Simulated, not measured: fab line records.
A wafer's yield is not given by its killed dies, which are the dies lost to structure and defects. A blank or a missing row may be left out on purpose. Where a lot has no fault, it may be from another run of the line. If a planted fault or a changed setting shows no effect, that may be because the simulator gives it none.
fab line records	flow rit_cmos
[record] lots = 6	wafers = 18	last_day = 7
route steps=202 shown NSD@138 PSD@142 SDANNEAL@153 M1@202
lots that met no fault: taken from a fault-free run of the same line
start_h: start of the lot's first displayed wafer, in hours after the record's first day	wait_h: hours since the lot's step before	" identical to the entry in the row above	L1.1+2: a single row standing in for several wafers	- either no value or no given start	* or withheld: withheld	< > ~ a bound
route shown NAME@n: NAME is a module with steps in the file, n the number in the route of the first one	usual: mean/standard deviation of fault-free wafers	same: alike in all rows	chamber/n: place in a boat	sites: readings site by site	_std_site: their standard deviation	_edge_site: the outer-site mean with the inner-site mean subtracted	radius_mm: for every site, how far away it sits from the centre of the wafer	mask NAME#n: copy n	behind: the last tool/chamber to shape the wafer	hold: cause of the lot's hold/its duration in hours/its outcome	device: the transistor (n, p or np) that didn't switch	end of line: tests run on the same wafers once the route is complete	step lacking rows: just its recipe	killed: dies lost to structure and defects at the first sort, not the wafer's yield	map: the dies of a wafer, with x for killed, . for not killed, _ for no die there
set.NAME: the run value of the setting; set.NAME@STEP: its run value at that earlier step	model.NAME: the simulator's own value behind a step, which no gauge read
lots at selected steps of the route; one table per step, one row per wafer
services: the hour from which a tool's chamber was out of use, counted from the record's first day as start_h (under 0 if before that day), plus the number of hours and why
[[steps]]
[step RIT_NSD_HARDBAKE_07]
[recipe] resist = NOVOLAK	temp_c = 140	time_s = 60
[step RIT_NSD_IMPLANT_08]
[recipe] species = P	energy_kev = 25	dose_cm2 = 1e+15	tilt_deg = 7
[step RIT_NSD_STRIP_09]
[recipe] chemistry = O2	time_s = 180	resist = NOVOLAK	platen_temp_c = withheld	power_w = 500	pressure_mtorr = 4000	o2_flow_sccm = 4000
[usual] drypump_motor_current_A = 5.57/0.29	o2_flow_sccm = 4000/11
lot.wafer	tool	chamber	start_h	wait_h	drypump_motor_current_A	o2_flow_sccm	rf_hours_counter_h
L724.2	plasma_asher-04	1	63.18	0.1	5.33	4017	27
L724.4	"	0	"	"	5.73	4008	-
L724.5	"	1	"	"	5.33	4019	-
L736.1	plasma_asher-03	1	122.57	0.1	5.79	3995	49
L736.4	"	1	"	"	5.80	4008	-
L736.6	"	0	"	"	4.96	4023	-
L737.1	plasma_asher-04	0	127.28	0.1	5.73	4015	34
L737.2	"	1	"	"	5.34	3988	34
L737.4	"	0	"	"	5.76	4008	-
L739.3	plasma_asher-02	0	141.66	0.1	5.98	3992	-
L739.5	"	1	"	"	5.72	4004	-
L739.6	"	0	"	"	5.97	4012	-
L740.2	plasma_asher-02	0	146.25	0.1	5.96	3997	51
L740.4	"	0	"	"	5.98	4022	-
L740.5	"	1	"	"	5.76	3995	-
L743.1	plasma_asher-04	1	160.34	0.1	5.36	4014	36
L743.3	"	0	"	"	5.72	4012	-
L743.6	"	0	"	"	5.69	4001	-
[step RIT_NSD_TW_MEAS_10]
[usual] NSD_TW = 3120/31
lot.wafer	tool	chamber	start_h	wait_h	NSD_TW
L724.2	film_metro-02	-	63.37	0.1	3103
L724.4	"	-	"	"	3097
L724.5	"	-	"	"	3104
L736.1	film_metro-04	-	122.75	0.1	3113
L736.4	"	-	"	"	3119
L736.6	"	-	"	"	3123
L737.1	film_metro-01	-	127.45	0.1	3157
L737.2	"	-	"	"	3144
L737.4	"	-	"	"	3172
L739.3	film_metro-02	-	141.80	0.1	3103
L739.5	"	-	"	"	3125
L739.6	"	-	"	"	3112
L740.2	film_metro-01	-	146.43	0.1	3171
L740.4	"	-	"	"	3168
L740.5	"	-	"	"	3168
L743.1	film_metro-02	-	160.52	0.1	3146
L743.3	"	-	"	"	3115
L743.6	"	-	"	"	3120
[step RIT_PSD_HMDS_00]
[recipe] prime_time_s = 60	prime_temp_c = 140
[step RIT_PSD_COAT_01]
[recipe] resist = NOVOLAK	spin_rpm = 3250	resist_thk_nm = 1000
[step RIT_PSD_SOFTBAKE_02]
[recipe] resist = NOVOLAK	temp_c = 90	time_s = 60
[step RIT_PSD_EXPOSE_03]
[recipe] mask_id = M10	na = 0.57	target_cd_nm = 40900	dose_mj = 250
[step RIT_PSD_PEB_04]
[recipe] resist = NOVOLAK	temp_c = withheld	time_s = withheld
[step RIT_PSD_DEVELOP_05]
[recipe] resist = NOVOLAK	develop_time_s = 50	dev_temp_c = 23
[step RIT_PSD_OVL_MEAS_06]
[usual] PSD_OVL = -0.7/1.4
lot.wafer	tool	chamber	start_h	wait_h	PSD_OVL[nm]
L724.2	overlay-01	-	64.27	-	0.3
L724.4	"	-	"	"	-0.5
L724.5	"	-	"	"	-0.5
L736.1	overlay-02	-	123.78	-	-2.9
L736.4	"	-	"	"	-0.7
L736.6	"	-	"	"	-1.3
L737.1	overlay-02	-	128.49	-	-1.4
L737.2	"	-	"	"	-0.5
L737.4	"	-	"	"	-1.1
L739.3	overlay-02	-	142.76	-	-1.9
L739.5	"	-	"	"	-3.2
L739.6	"	-	"	"	-2.6
L740.2	overlay-02	-	147.34	-	0.9
L740.4	"	-	"	"	-0.8
L740.5	"	-	"	"	0.2
L743.1	overlay-02	-	161.43	-	-0.9
L743.3	"	-	"	"	-3.4
L743.6	"	-	"	"	-0.7
[step RIT_PSD_HARDBAKE_07]
[recipe] resist = NOVOLAK	temp_c = 140	time_s = 60
[step RIT_PSD_IMPLANT_08]
[recipe] species = BF2	energy_kev = 27	dose_cm2 = 4.937e+15	tilt_deg = 7
[usual] beam_energy_keV = 27.001/0.0085
lot.wafer	tool	chamber	start_h	wait_h	beam_energy_keV	model.implant.rp_nm	model.implant.drp_nm
L724.2	implanter-04	0	64.49	0.1	26.999	22.01	12.05
L724.4	"	0	"	"	27.004	22.01	12.05
L724.5	"	0	"	"	26.992	22.01	12.05
L736.1	implanter-03	0	123.97	0.1	27.010	21.74	12.05
L736.4	"	0	"	"	27.007	21.74	12.05
L736.6	"	0	"	"	27.021	21.74	12.05
L737.1	implanter-03	0	128.68	0.1	28.396	22.86	12.48
L737.2	"	0	"	"	28.391	22.86	12.48
L737.4	"	0	"	"	28.375	22.86	12.48
L739.3	implanter-03	0	142.98	0.1	28.373	23.33	12.48
L739.5	"	0	"	"	28.379	23.33	12.48
L739.6	"	0	"	"	28.392	23.33	12.48
L740.2	implanter-04	0	147.54	0.1	27.019	22.16	12.05
L740.4	"	0	"	"	27.000	22.16	12.05
L740.5	"	0	"	"	27.002	22.16	12.05
L743.1	implanter-02	0	161.62	0.1	26.992	21.91	12.05
L743.3	"	0	"	"	27.010	21.91	12.05
L743.6	"	0	"	"	26.998	21.91	12.05
[step RIT_PSD_STRIP_09]
[recipe] chemistry = O2	time_s = 180	resist = NOVOLAK	platen_temp_c = withheld	power_w = 500	pressure_mtorr = 4000	o2_flow_sccm = 4000
[usual] drypump_motor_current_A = 5.7/0.32	o2_flow_sccm = 3999/12
lot.wafer	tool	chamber	start_h	wait_h	drypump_motor_current_A	o2_flow_sccm	rf_hours_counter_h
L724.2	plasma_asher-04	1	64.62	0.1	5.3	3999	27
L724.4	"	1	"	"	5.3	4001	-
L724.5	"	0	"	"	5.7	4008	-
L736.1	plasma_asher-04	0	124.12	0.1	5.7	3990	34
L736.4	"	1	"	"	5.3	4012	-
L736.6	"	0	"	"	5.7	3976	-
L737.1	plasma_asher-02	1	128.83	0.1	5.8	3995	49
L737.2	"	0	"	"	6.0	4009	49
L737.4	"	1	"	"	5.7	4006	-
L739.3	plasma_asher-01	1	143.14	0.1	6.2	3994	-
L739.5	"	1	"	"	6.2	3983	-
L739.6	"	0	"	"	5.3	3975	-
L740.2	plasma_asher-04	0	147.67	0.1	5.7	4005	34
L740.4	"	0	"	"	5.7	3992	-
L740.5	"	1	"	"	5.4	3977	-
L743.1	plasma_asher-01	1	161.77	0.1	6.2	3984	5
L743.3	"	0	"	"	5.3	4008	-
L743.6	"	0	"	"	5.3	4008	-
[step RIT_PSD_TW_MEAS_10]
[usual] PSD_TW = 3422/31
lot.wafer	tool	chamber	start_h	wait_h	PSD_TW
L724.2	film_metro-04	-	64.80	0.1	3407
L724.4	"	-	"	"	3387
L724.5	"	-	"	"	3417
L736.1	film_metro-02	-	124.29	0.1	3425
L736.4	"	-	"	"	3419
L736.6	"	-	"	"	3429
L737.1	film_metro-02	-	129.00	0.1	3465
L737.2	"	-	"	"	3477
L737.4	"	-	"	"	3472
L739.3	film_metro-04	-	143.28	0.1	3478
L739.5	"	-	"	"	3454
L739.6	"	-	"	"	3480
L740.2	film_metro-01	-	147.85	0.1	3466
L740.4	"	-	"	"	3467
L740.5	"	-	"	"	3472
L743.1	film_metro-01	-	161.94	0.1	3467
L743.3	"	-	"	"	3471
L743.6	"	-	"	"	3474
[step RIT_SDANNEAL_CLEAN_00]
[recipe] chemistry = SC1	mix = 3:3:50	time_s = 600	temp_c = 75
[step RIT_SDANNEAL_CLEAN_01]
[recipe] chemistry = dHF	dilution = 50:1	time_s = 30
[step RIT_SDANNEAL_CLEAN_02]
[recipe] chemistry = SC2	mix = 3:3:50	time_s = 600	temp_c = 75	dry = n2_spin
[step RIT_SDANNEAL_RTA_03]
[recipe] temp_c = 1050	time_s = 5	idle_temp_c = 600	ramp_up_c_per_s = 342	ramp_down_c_per_s = 171	cool_to_c = 600	ambient = N2
[usual] ramp_down_c_per_s = 171.00/0.029	wafer_temp_C_max = 1053.5/1.3
lot.wafer	tool	chamber	start_h	wait_h	ramp_down_c_per_s	wafer_temp_C_max
L724.2	rtp_anneal-01	0	65.23	0.0	171.00	1051.1
L724.4	"	0	"	"	170.96	1054.0
L724.5	"	0	"	"	170.99	1052.8
L736.1	rtp_anneal-01	0	124.79	0.0	170.95	1056.9
L736.4	"	0	"	"	171.02	1054.7
L736.6	"	0	"	"	171.02	1052.4
L737.1	rtp_anneal-02	0	129.46	0.0	171.01	1053.0
L737.2	"	0	"	"	170.97	1053.5
L737.4	"	0	"	"	170.94	1053.9
L739.3	rtp_anneal-02	0	143.71	0.0	171.02	1052.8
L739.5	"	0	"	"	171.02	1053.5
L739.6	"	0	"	"	171.04	1052.4
L740.2	rtp_anneal-01	0	148.30	0.0	170.96	1053.6
L740.4	"	0	"	"	171.01	1054.2
L740.5	"	0	"	"	171.03	1054.2
L743.1	rtp_anneal-02	0	162.40	0.0	171.02	1054.0
L743.3	"	0	"	"	170.97	1056.7
L743.6	"	0	"	"	171.00	1053.2
[step RIT_SDANNEAL_RS_MEAS_04]
[recipe] thk_meas_gauge = four-point-probe
[usual] PSD_RS = 115.97/0.24
lot.wafer	tool	chamber	start_h	wait_h	PSD_RS[ohm/sq]
L724.2	film_metro-01	-	65.30	0.1	115.73
L724.4	"	-	"	"	115.73
L724.5	"	-	"	"	115.99
L736.1	film_metro-04	-	124.85	0.0	116.34
L736.4	"	-	"	"	115.72
L736.6	"	-	"	"	115.66
L737.1	film_metro-02	-	129.52	0.0	113.10
L737.2	"	-	"	"	112.92
L737.4	"	-	"	"	112.93
L739.3	film_metro-04	-	143.79	0.1	113.16
L739.5	"	-	"	"	112.96
L739.6	"	-	"	"	112.95
L740.2	film_metro-02	-	148.37	0.1	116.23
L740.4	"	-	"	"	116.27
L740.5	"	-	"	"	115.94
L743.1	film_metro-01	-	162.46	0.0	115.41
L743.3	"	-	"	"	115.72
L743.6	"	-	"	"	115.88
[step RIT_SDANNEAL_RS_MEAS_05]
[recipe] thk_meas_gauge = four-point-probe
[usual] NSD_RS = 84.47/0.25
lot.wafer	tool	chamber	start_h	wait_h	NSD_RS[ohm/sq]
L724.2	film_metro-01	-	65.42	0.1	84.55
L724.4	"	-	"	"	84.21
L724.5	"	-	"	"	84.71
L736.1	film_metro-04	-	124.97	0.1	84.02
L736.4	"	-	"	"	84.45
L736.6	"	-	"	"	84.32
L737.1	film_metro-02	-	129.64	0.1	83.99
L737.2	"	-	"	"	84.29
L737.4	"	-	"	"	84.36
L739.3	film_metro-04	-	143.91	0.1	84.33
L739.5	"	-	"	"	84.51
L739.6	"	-	"	"	84.84
L740.2	film_metro-02	-	148.49	0.1	84.51
L740.4	"	-	"	"	84.35
L740.5	"	-	"	"	84.41
L743.1	film_metro-01	-	162.58	0.1	84.44
L743.3	"	-	"	"	84.51
L743.6	"	-	"	"	84.12
[step RIT_M1_PROBE_99]
[usual] killed_at_front_end = 7/3	killed_dies = 7/3.1	killed_open = 3.4/1.9	killed_short = 3.4/2.1
[same] gross_dies = 264	killed_at_M0_to_M3 = 0	killed_at_M4_up = 0	killed_at_back_side = 0	killed_at_contacts = 0	killed_at_other = 0
lot.wafer	tool	chamber	start_h	wait_h	killed_at_front_end	killed_dies	killed_open	killed_short	model.etest.vpnp.gain
L724.2	prober-01	-	73.72	0.1	9	9	7	2	1.02
L724.4	prober-01	-	73.82	0.2	6	6	3	3	1.035
L724.5	prober-01	-	73.87	0.2	5	5	2	3	1.048
L736.1	prober-01	-	132.24	0.1	6	6	3	3	1.028
L736.4	prober-01	-	132.39	0.2	6	6	2	4	1.032
L736.6	prober-01	-	132.49	0.2	10	10	5	5	1.017
L737.1	prober-02	-	138.22	0.1	9	9	3	6	1.065
L737.2	prober-02	-	138.27	0.1	10	10	6	4	1.047
L737.4	prober-02	-	138.37	0.2	2	2	2	0	1.078
L739.3	prober-01	-	151.27	0.2	6	6	3	3	1.116
L739.5	prober-01	-	151.37	0.2	8	8	2	5	1.125
L739.6	prober-01	-	151.42	0.2	4	4	2	2	1.116
L740.2	prober-02	-	156.08	0.1	3	3	1	2	1.049
L740.4	prober-02	-	156.18	0.2	8	8	4	4	1.046
L740.5	prober-02	-	156.23	0.2	10	10	5	5	1.056
L743.1	prober-01	-	170.98	0.1	3	3	0	3	1.015
L743.3	prober-01	-	171.08	0.2	10	10	6	4	1.044
L743.6	prober-01	-	171.23	0.2	7	7	1	4	1.032
// killed by level:class
L724.2 GATE:geometric_particle:open=4 FOX1:geometric_particle:open=2 GATE:geometric_particle:short=1 SPACER:geometric_particle:short=1 SILICIDE:geometric_particle:open=1
L724.4 GATE:geometric_particle:short=2 GATE:geometric_particle:open=2 FOX1:geometric_particle:short=1 SILICIDE:geometric_particle:open=1
L724.5 FOX1:geometric_particle:short=1 FOX2:geometric_particle:short=1 FOX2:geometric_particle:open=1 REOX:geometric_particle:open=1 SPACER:geometric_particle:short=1
L736.1 GATE:geometric_particle:short=3 FOX1:geometric_particle:open=1 SPACER:geometric_particle:open=1 SILICIDE:geometric_particle:open=1
L736.4 GATE:geometric_particle:short=2 FOX1:geometric_particle:short=1 FOX2:geometric_particle:short=1 GATE:geometric_particle:open=1 SPACER:geometric_particle:open=1
L736.6 GATE:geometric_particle:short=2 SILICIDE:geometric_particle:open=2 FOX1:geometric_particle:open=1 FOX2:geometric_particle:open=1 REOX:geometric_particle:short=1 SPACER:geometric_particle:short=1 SPACER:geometric_particle:open=1 SILICIDE:geometric_particle:short=1
L737.1 REOX:geometric_particle:short=3 FOX1:geometric_particle:short=2 GATE:geometric_particle:open=2 GATE:geometric_particle:short=1 REOX:geometric_particle:open=1
L737.2 FOX1:geometric_particle:open=4 FOX1:geometric_particle:short=2 GATE:geometric_particle:open=2 GATE:geometric_particle:short=1 SILICIDE:geometric_particle:short=1
L737.4 FOX2:geometric_particle:open=1 SILICIDE:geometric_particle:open=1
L739.3 GATE:geometric_particle:short=2 GATE:geometric_particle:open=2 FOX1:geometric_particle:open=1 SPACER:geometric_particle:short=1
L739.5 GATE:geometric_particle:short=2 FOX1:geometric_particle:short=1 GATE:geometric_particle:open=1 REOX:geometric_particle:short=1 SPACER:geometric_particle:short=1 SILICIDE:geometric_particle:open=1 PWELL:coat_microbubble_printed=1
L739.6 FOX1:geometric_particle:open=1 FOX1:geometric_particle:short=1 GATE:geometric_particle:open=1 REOX:geometric_particle:short=1
L740.2 GATE:geometric_particle:short=2 SILICIDE:geometric_particle:open=1
L740.4 GATE:geometric_particle:short=4 GATE:geometric_particle:open=2 SPACER:geometric_particle:open=2
L740.5 GATE:geometric_particle:short=2 SPACER:geometric_particle:open=2 FOX1:geometric_particle:short=1 FOX1:geometric_particle:open=1 FOX2:geometric_particle:open=1 GATE:geometric_particle:open=1 REOX:geometric_particle:short=1 SPACER:geometric_particle:short=1
L743.1 SPACER:geometric_particle:short=2 SILICIDE:geometric_particle:short=1
L743.3 SILICIDE:geometric_particle:open=4 SILICIDE:geometric_particle:short=3 GATE:geometric_particle:open=1 SPACER:geometric_particle:open=1 SPACER:geometric_particle:short=1
L743.6 SPACER:geometric_particle:short=2 PWELL:coat_microbubble_printed=2 GATE:geometric_particle:open=1 GATE:geometric_particle:short=1 REOX:geometric_particle:short=1
[[services]]
tool	chamber	start_h	hours	kind
implanter-04	-	41.50	1.9	pm
implanter-03	-	45.29	3.1	repair
implanter-03	-	65.50	4.0	pm
rtp_anneal-01	-	69.45	3.5	pm
plasma_asher-01	-	108.75	9.0	pm
plasma_asher-01	0	108.75	9.0	vent_cycle
plasma_asher-01	1	108.75	9.0	vent_cycle
plasma_asher-01	0	117.75	-	clean
plasma_asher-01	1	117.75	-	clean
plasma_asher-04	-	130.92	14.6	repair
implanter-04	-	148.61	0.9	repair
implanter-03	-	151.45	10.8	repair
[[key]]
[first_sign] step = RIT_PSD_IMPLANT_08	reading = beam_energy_keV	direction = up	sigmas = 99+	usual = 27.001	struck = 28.384
[effect] step = RIT_PSD_TW_MEAS_10	reading = PSD_TW	direction = up	sigmas = 1.6	usual = 3422	struck = 3471
[effect] step = RIT_SDANNEAL_RS_MEAS_04	reading = PSD_RS	direction = down	sigmas = 12	usual = 115.97	struck = 113.00
[model_effect] step = RIT_PSD_IMPLANT_08	value = implant.rp_nm	without = 22.18	struck = 23.1
[model_effect] step = RIT_M1_PROBE_99	value = etest.vpnp.gain	without = 1.05	struck = 1.091
met_at RIT_PSD_IMPLANT_08
struck_wafers L737.1,L737.2,L737.4,L739.3,L739.5,L739.6
tester_left_out L737,L739
onset_between 123.97 128.68
[fault] kind = process_parameter_drift	tool = implanter-03	chamber = -	onset_h = 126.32	steps = RIT_PSD_IMPLANT_08	channel = energy_kev	offset = 1.3917	shape = step	end_h = 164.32	acts_in = these_recipes_only	stated = 27
// tester_left_out: of these lots the tester's yield and bins aren't shown, on N5 and GAA mostly nor the transistor test; their killed dies are dies lost to structure and defects alone, not to doping, threshold or leakage, so they don't give the yield
